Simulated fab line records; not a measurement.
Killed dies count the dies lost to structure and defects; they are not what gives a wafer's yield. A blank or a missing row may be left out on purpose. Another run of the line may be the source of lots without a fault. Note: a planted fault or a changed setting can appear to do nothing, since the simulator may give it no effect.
fab line records :: flow ritCmos
record:
  lots: 7
  wafers: 21
  lastDay: 7
route steps=202 shown NRETRO@57 PRETRO@64
lots that met no fault: taken from a fault-free run of the same line
startH: hours from the record's first day to the start of the lot's first wafer shown :: waitH: time in hours since the lot's previous step :: " as in the row above :: L1.1+2: a single row standing in for several wafers :: - value missing, or start not given :: * or withheld: withheld :: < > ~ a bound
route shown NAME@n: NAME is a module with steps in the file, n the number in the route of the first one :: usual: mean/standard deviation taken from wafers without a fault :: same: alike in all rows :: chamber/n: place in a boat :: sites: the reading at each site :: _std_site: their standard deviation :: _edge_site: outer sites' mean less inner sites' :: radiusMm: how far each site lies from the wafer's centre :: mask NAME#n: copy n :: behind: tool/chamber where the wafer was last shaped :: hold: why the lot was held/for how many hours/how that ended :: device: names the non-switching transistor (n, p or np) :: end of line: at the end of the route, the tests of the same wafers :: step lacking rows: just its recipe :: killed: at the first sort, the dies lost to defects and structure; wafer yield is something else :: map: a wafer's dies, x killed, . not, _ none there
set.NAME: the setting as run; set.NAME@STEP: as run at that earlier step :: model.NAME: the simulator's own value behind a step, which no gauge read
lots seen at some steps along the route; tables by step, rows by wafer
services: when a tool's chamber went out of use (startH, in hours from the record's first day, below 0 if earlier), for how many hours, and the reason
== steps ==
step: RIT_NRETRO_PEB_04
recipe:
  resist: NOVOLAK
  tempC: withheld
  timeS: withheld
step: RIT_NRETRO_DEVELOP_05
recipe:
  resist: NOVOLAK
  developTimeS: 68
  devTempC: 23
step: RIT_NRETRO_OVL_MEAS_06
usual:
  NRETRO_OVL: 1.3/1.3
lot.wafer: L214.1
tool: overlay-01
chamber: -
startH: 43.10
waitH: -
NRETRO_OVL[nm]: 4.1

lot.wafer: L214.3
tool: overlay-01
chamber: -
startH: 43.10
waitH: -
NRETRO_OVL[nm]: 2.9

lot.wafer: L214.4
tool: overlay-01
chamber: -
startH: 43.10
waitH: -
NRETRO_OVL[nm]: 0.2

lot.wafer: L221.2
tool: overlay-01
chamber: -
startH: 78.83
waitH: -
NRETRO_OVL[nm]: 0.5

lot.wafer: L221.3
tool: overlay-01
chamber: -
startH: 78.83
waitH: -
NRETRO_OVL[nm]: 0.5

lot.wafer: L221.5
tool: overlay-01
chamber: -
startH: 78.83
waitH: -
NRETRO_OVL[nm]: 2.0

lot.wafer: L222.1
tool: overlay-02
chamber: -
startH: 83.72
waitH: -
NRETRO_OVL[nm]: 0.6

lot.wafer: L222.3
tool: overlay-02
chamber: -
startH: 83.72
waitH: -
NRETRO_OVL[nm]: 0.4

lot.wafer: L222.5
tool: overlay-02
chamber: -
startH: 83.72
waitH: -
NRETRO_OVL[nm]: -1.0

lot.wafer: L223.1
tool: overlay-02
chamber: -
startH: 90.24
waitH: -
NRETRO_OVL[nm]: -0.7

lot.wafer: L223.2
tool: overlay-02
chamber: -
startH: 90.24
waitH: -
NRETRO_OVL[nm]: 0.8

lot.wafer: L223.6
tool: overlay-02
chamber: -
startH: 90.24
waitH: -
NRETRO_OVL[nm]: 0.9

lot.wafer: L226.4
tool: overlay-02
chamber: -
startH: 101.49
waitH: -
NRETRO_OVL[nm]: -1.1

lot.wafer: L226.5
tool: overlay-02
chamber: -
startH: 101.49
waitH: -
NRETRO_OVL[nm]: -2.8

lot.wafer: L226.6
tool: overlay-02
chamber: -
startH: 101.49
waitH: -
NRETRO_OVL[nm]: 1.3

lot.wafer: L228.1
tool: overlay-01
chamber: -
startH: 114.40
waitH: -
NRETRO_OVL[nm]: 2.3

lot.wafer: L228.3
tool: overlay-01
chamber: -
startH: 114.40
waitH: -
NRETRO_OVL[nm]: 0.7

lot.wafer: L228.4
tool: overlay-01
chamber: -
startH: 114.40
waitH: -
NRETRO_OVL[nm]: 2.0

lot.wafer: L234.1
tool: overlay-02
chamber: -
startH: 141.92
waitH: -
NRETRO_OVL[nm]: -0.5

lot.wafer: L234.3
tool: overlay-02
chamber: -
startH: 141.92
waitH: -
NRETRO_OVL[nm]: 1.2

lot.wafer: L234.4
tool: overlay-02
chamber: -
startH: 141.92
waitH: -
NRETRO_OVL[nm]: 1.5
step: RIT_NRETRO_HARDBAKE_07
recipe:
  resist: NOVOLAK
  tempC: 140
  timeS: 120
step: RIT_NRETRO_IMPLANT_08
recipe:
  species: P
  energyKev: 70
  doseCm2: 1e+13
  tiltDeg: 7
step: RIT_NRETRO_STRIP_09
recipe:
  chemistry: O2
  timeS: 180
  resist: NOVOLAK
  platenTempC: withheld
  powerW: 500
  pressureMtorr: 4000
  o2FlowSccm: 4000
usual:
  drypumpMotorCurrentA: 5.4/0.34
lot.wafer: L214.1
tool: plasmaAsher-01
chamber: 0
startH: 43.54
waitH: 0.1
drypumpMotorCurrentA: 4.9
rfHoursCounterH: 39

lot.wafer: L214.3
tool: plasmaAsher-01
chamber: 1
startH: 43.54
waitH: 0.1
drypumpMotorCurrentA: 5.4
rfHoursCounterH: -

lot.wafer: L214.4
tool: plasmaAsher-01
chamber: 0
startH: 43.54
waitH: 0.1
drypumpMotorCurrentA: 4.9
rfHoursCounterH: -

lot.wafer: L221.2
tool: plasmaAsher-04
chamber: 0
startH: 79.26
waitH: 0.1
drypumpMotorCurrentA: 5.7
rfHoursCounterH: 31

lot.wafer: L221.3
tool: plasmaAsher-04
chamber: 1
startH: 79.26
waitH: 0.1
drypumpMotorCurrentA: 5.2
rfHoursCounterH: -

lot.wafer: L221.5
tool: plasmaAsher-04
chamber: 1
startH: 79.26
waitH: 0.1
drypumpMotorCurrentA: 5.2
rfHoursCounterH: -

lot.wafer: L222.1
tool: plasmaAsher-03
chamber: 1
startH: 84.15
waitH: 0.1
drypumpMotorCurrentA: 6.0
rfHoursCounterH: 43

lot.wafer: L222.3
tool: plasmaAsher-03
chamber: 0
startH: 84.15
waitH: 0.1
drypumpMotorCurrentA: 5.5
rfHoursCounterH: -

lot.wafer: L222.5
tool: plasmaAsher-03
chamber: 0
startH: 84.15
waitH: 0.1
drypumpMotorCurrentA: 5.5
rfHoursCounterH: -

lot.wafer: L223.1
tool: plasmaAsher-04
chamber: 1
startH: 90.67
waitH: 0.1
drypumpMotorCurrentA: 5.2
rfHoursCounterH: 32

lot.wafer: L223.2
tool: plasmaAsher-04
chamber: 0
startH: 90.67
waitH: 0.1
drypumpMotorCurrentA: 5.8
rfHoursCounterH: 32

lot.wafer: L223.6
tool: plasmaAsher-04
chamber: 1
startH: 90.67
waitH: 0.1
drypumpMotorCurrentA: 5.2
rfHoursCounterH: -

lot.wafer: L226.4
tool: plasmaAsher-04
chamber: 0
startH: 101.96
waitH: 0.1
drypumpMotorCurrentA: 5.8
rfHoursCounterH: -

lot.wafer: L226.5
tool: plasmaAsher-04
chamber: 1
startH: 101.96
waitH: 0.1
drypumpMotorCurrentA: 5.2
rfHoursCounterH: -

lot.wafer: L226.6
tool: plasmaAsher-04
chamber: 0
startH: 101.96
waitH: 0.1
drypumpMotorCurrentA: 5.7
rfHoursCounterH: -

lot.wafer: L228.1
tool: plasmaAsher-01
chamber: 1
startH: 114.84
waitH: 0.1
drypumpMotorCurrentA: 5.4
rfHoursCounterH: 47

lot.wafer: L228.3
tool: plasmaAsher-01
chamber: 0
startH: 114.84
waitH: 0.1
drypumpMotorCurrentA: 4.9
rfHoursCounterH: -

lot.wafer: L228.4
tool: plasmaAsher-01
chamber: 1
startH: 114.84
waitH: 0.1
drypumpMotorCurrentA: 5.4
rfHoursCounterH: -

lot.wafer: L234.1
tool: plasmaAsher-04
chamber: 1
startH: 142.35
waitH: 0.1
drypumpMotorCurrentA: 5.2
rfHoursCounterH: 38

lot.wafer: L234.3
tool: plasmaAsher-04
chamber: 1
startH: 142.35
waitH: 0.1
drypumpMotorCurrentA: 5.2
rfHoursCounterH: -

lot.wafer: L234.4
tool: plasmaAsher-04
chamber: 0
startH: 142.35
waitH: 0.1
drypumpMotorCurrentA: 5.8
rfHoursCounterH: -
step: RIT_NRETRO_TW_MEAS_10
usual:
  NRETRO_TW: 1056/12
lot.wafer: L214.1
tool: filmMetro-03
chamber: -
startH: 43.71
waitH: 0.1
NRETRO_TW: 1059

lot.wafer: L214.3
tool: filmMetro-03
chamber: -
startH: 43.71
waitH: 0.1
NRETRO_TW: 1059

lot.wafer: L214.4
tool: filmMetro-03
chamber: -
startH: 43.71
waitH: 0.1
NRETRO_TW: 1059

lot.wafer: L221.2
tool: filmMetro-04
chamber: -
startH: 79.44
waitH: 0.1
NRETRO_TW: 1056

lot.wafer: L221.3
tool: filmMetro-04
chamber: -
startH: 79.44
waitH: 0.1
NRETRO_TW: 1066

lot.wafer: L221.5
tool: filmMetro-04
chamber: -
startH: 79.44
waitH: 0.1
NRETRO_TW: 1064

lot.wafer: L222.1
tool: filmMetro-02
chamber: -
startH: 84.33
waitH: 0.1
NRETRO_TW: 1040

lot.wafer: L222.3
tool: filmMetro-02
chamber: -
startH: 84.33
waitH: 0.1
NRETRO_TW: 1032

lot.wafer: L222.5
tool: filmMetro-02
chamber: -
startH: 84.33
waitH: 0.1
NRETRO_TW: 1033

lot.wafer: L223.1
tool: filmMetro-03
chamber: -
startH: 90.85
waitH: 0.1
NRETRO_TW: 1060

lot.wafer: L223.2
tool: filmMetro-03
chamber: -
startH: 90.85
waitH: 0.1
NRETRO_TW: 1067

lot.wafer: L223.6
tool: filmMetro-03
chamber: -
startH: 90.85
waitH: 0.1
NRETRO_TW: 1064

lot.wafer: L226.4
tool: filmMetro-04
chamber: -
startH: 102.11
waitH: 0.1
NRETRO_TW: 1051

lot.wafer: L226.5
tool: filmMetro-04
chamber: -
startH: 102.11
waitH: 0.1
NRETRO_TW: 1054

lot.wafer: L226.6
tool: filmMetro-04
chamber: -
startH: 102.11
waitH: 0.1
NRETRO_TW: 1055

lot.wafer: L228.1
tool: filmMetro-03
chamber: -
startH: 115.02
waitH: 0.1
NRETRO_TW: 1069

lot.wafer: L228.3
tool: filmMetro-03
chamber: -
startH: 115.02
waitH: 0.1
NRETRO_TW: 1067

lot.wafer: L228.4
tool: filmMetro-03
chamber: -
startH: 115.02
waitH: 0.1
NRETRO_TW: 1071

lot.wafer: L234.1
tool: filmMetro-04
chamber: -
startH: 142.53
waitH: 0.1
NRETRO_TW: 1061

lot.wafer: L234.3
tool: filmMetro-04
chamber: -
startH: 142.53
waitH: 0.1
NRETRO_TW: 1057

lot.wafer: L234.4
tool: filmMetro-04
chamber: -
startH: 142.53
waitH: 0.1
NRETRO_TW: 1062
step: RIT_PRETRO_HMDS_00
recipe:
  primeTimeS: 60
  primeTempC: 140
step: RIT_PRETRO_COAT_01
recipe:
  resist: NOVOLAK
  spinRpm: 2000
  resistThkNm: 1300
step: RIT_PRETRO_SOFTBAKE_02
recipe:
  resist: NOVOLAK
  tempC: 89.21
  timeS: 60
step: RIT_PRETRO_EXPOSE_03
recipe:
  maskId: M5
  na: 0.57
  targetCdNm: 43700
  doseMj: 250
step: RIT_PRETRO_PEB_04
recipe:
  resist: NOVOLAK
  tempC: withheld
  timeS: withheld
step: RIT_PRETRO_DEVELOP_05
recipe:
  resist: NOVOLAK
  developTimeS: 68
  devTempC: 23
usual:
  chillPlateTempC: 23.00/0.1
  developTimeS: 68/0
lot.wafer: L214.1
tool: lithoTrack-04
chamber: 0
startH: 44
waitH: -
chillPlateTempC: 23.22
developTimeS: 68

lot.wafer: L214.3
tool: lithoTrack-04
chamber: 0
startH: 44
waitH: -
chillPlateTempC: 23.00
developTimeS: 68

lot.wafer: L214.4
tool: lithoTrack-04
chamber: 0
startH: 44
waitH: -
chillPlateTempC: 22.83
developTimeS: 68

lot.wafer: L221.2
tool: lithoTrack-01
chamber: -
startH: 80
waitH: -
chillPlateTempC: -
developTimeS: -

lot.wafer: L221.3
tool: lithoTrack-01
chamber: -
startH: 80
waitH: -
chillPlateTempC: -
developTimeS: -

lot.wafer: L221.5
tool: lithoTrack-01
chamber: -
startH: 80
waitH: -
chillPlateTempC: -
developTimeS: -

lot.wafer: L222.1
tool: lithoTrack-04
chamber: -
startH: 85
waitH: -
chillPlateTempC: -
developTimeS: -

lot.wafer: L222.3
tool: lithoTrack-04
chamber: -
startH: 85
waitH: -
chillPlateTempC: -
developTimeS: -

lot.wafer: L222.5
tool: lithoTrack-04
chamber: -
startH: 85
waitH: -
chillPlateTempC: -
developTimeS: -

lot.wafer: L223.1
tool: lithoTrack-02
chamber: -
startH: 91
waitH: -
chillPlateTempC: -
developTimeS: -

lot.wafer: L223.2
tool: lithoTrack-02
chamber: -
startH: 91
waitH: -
chillPlateTempC: -
developTimeS: -

lot.wafer: L223.6
tool: lithoTrack-02
chamber: -
startH: 91
waitH: -
chillPlateTempC: -
developTimeS: -

lot.wafer: L226.4
tool: lithoTrack-02
chamber: 0
startH: 103
waitH: -
chillPlateTempC: 23.07
developTimeS: 68

lot.wafer: L226.5
tool: lithoTrack-02
chamber: 0
startH: 103
waitH: -
chillPlateTempC: 22.87
developTimeS: 68

lot.wafer: L226.6
tool: lithoTrack-02
chamber: 0
startH: 103
waitH: -
chillPlateTempC: 23.03
developTimeS: 68

lot.wafer: L228.1
tool: lithoTrack-02
chamber: 0
startH: 115
waitH: -
chillPlateTempC: 23.01
developTimeS: 68

lot.wafer: L228.3
tool: lithoTrack-02
chamber: 0
startH: 115
waitH: -
chillPlateTempC: 23.05
developTimeS: 68

lot.wafer: L228.4
tool: lithoTrack-02
chamber: 0
startH: 115
waitH: -
chillPlateTempC: 23.11
developTimeS: 68

lot.wafer: L234.1
tool: lithoTrack-02
chamber: 0
startH: 143
waitH: -
chillPlateTempC: 23.05
developTimeS: 68

lot.wafer: L234.3
tool: lithoTrack-02
chamber: 0
startH: 143
waitH: -
chillPlateTempC: 23.01
developTimeS: 68

lot.wafer: L234.4
tool: lithoTrack-02
chamber: 0
startH: 143
waitH: -
chillPlateTempC: 22.83
developTimeS: 68
step: RIT_PRETRO_OVL_MEAS_06
usual:
  PRETRO_OVL: 0.5/1.5
lot.wafer: L214.1
tool: overlay-01
chamber: -
startH: 44.78
waitH: -
PRETRO_OVL[nm]: 0.6

lot.wafer: L214.3
tool: overlay-01
chamber: -
startH: 44.78
waitH: -
PRETRO_OVL[nm]: 0.5

lot.wafer: L214.4
tool: overlay-01
chamber: -
startH: 44.78
waitH: -
PRETRO_OVL[nm]: 1.9

lot.wafer: L221.2
tool: overlay-02
chamber: -
startH: 80.50
waitH: -
PRETRO_OVL[nm]: -

lot.wafer: L221.3
tool: overlay-02
chamber: -
startH: 80.50
waitH: -
PRETRO_OVL[nm]: -

lot.wafer: L221.5
tool: overlay-02
chamber: -
startH: 80.50
waitH: -
PRETRO_OVL[nm]: -

lot.wafer: L222.1
tool: overlay-02
chamber: -
startH: 85.27
waitH: -
PRETRO_OVL[nm]: -

lot.wafer: L222.3
tool: overlay-02
chamber: -
startH: 85.27
waitH: -
PRETRO_OVL[nm]: -

lot.wafer: L222.5
tool: overlay-02
chamber: -
startH: 85.27
waitH: -
PRETRO_OVL[nm]: -

lot.wafer: L223.1
tool: overlay-02
chamber: -
startH: 91.91
waitH: -
PRETRO_OVL[nm]: -

lot.wafer: L223.2
tool: overlay-02
chamber: -
startH: 91.91
waitH: -
PRETRO_OVL[nm]: -

lot.wafer: L223.6
tool: overlay-02
chamber: -
startH: 91.91
waitH: -
PRETRO_OVL[nm]: -

lot.wafer: L226.4
tool: overlay-01
chamber: -
startH: 103.16
waitH: -
PRETRO_OVL[nm]: 2.1

lot.wafer: L226.5
tool: overlay-01
chamber: -
startH: 103.16
waitH: -
PRETRO_OVL[nm]: 2.8

lot.wafer: L226.6
tool: overlay-01
chamber: -
startH: 103.16
waitH: -
PRETRO_OVL[nm]: 2.9

lot.wafer: L228.1
tool: overlay-01
chamber: -
startH: 115.96
waitH: -
PRETRO_OVL[nm]: -0.4

lot.wafer: L228.3
tool: overlay-01
chamber: -
startH: 115.96
waitH: -
PRETRO_OVL[nm]: 1.6

lot.wafer: L228.4
tool: overlay-01
chamber: -
startH: 115.96
waitH: -
PRETRO_OVL[nm]: -0.4

lot.wafer: L234.1
tool: overlay-02
chamber: -
startH: 143.82
waitH: -
PRETRO_OVL[nm]: -1.8

lot.wafer: L234.3
tool: overlay-02
chamber: -
startH: 143.82
waitH: -
PRETRO_OVL[nm]: -1.5

lot.wafer: L234.4
tool: overlay-02
chamber: -
startH: 143.82
waitH: -
PRETRO_OVL[nm]: -1.3
== services ==
tool: plasmaAsher-03
chamber: -
startH: 45.49
hours: 2.8
kind: repair

tool: plasmaAsher-03
chamber: -
startH: 78.11
hours: 4.9
kind: repair
== key ==
firstSign:
  step: RIT_PRETRO_DEVELOP_05
  reading: toolRecord
  direction: missing
effect none on later readings
metAt RIT_PRETRO_DEVELOP_05
struckWafers L221.2,L221.3,L221.5,L222.1,L222.3,L222.5,L223.1,L223.2,L223.6
sortLeftOut L221.2,L221.3,L221.5,L222.1,L222.3,L222.5,L223.1,L223.2,L223.6
testerLeftOut L221,L222,L223
onsetBetween 44 80
fault:
  kind: skippedStepWhole
  tool: lithoTrack-01,lithoTrack-02,lithoTrack-04
  chamber: -
  onsetH: 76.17
  steps: RIT_PRETRO_DEVELOP_05
  scope: struckLotsOnly
testerLeftOut: of these lots the tester's yield and bins aren't shown, on N5 and GAA mostly nor the transistor test; their killed dies are dies lost to structure and defects alone, not to doping, threshold or leakage, so they don't give the yield
sortLeftOut: the simulated sort isn't trusted on such a fault, so these wafers' sort isn't shown, and their yield isn't known
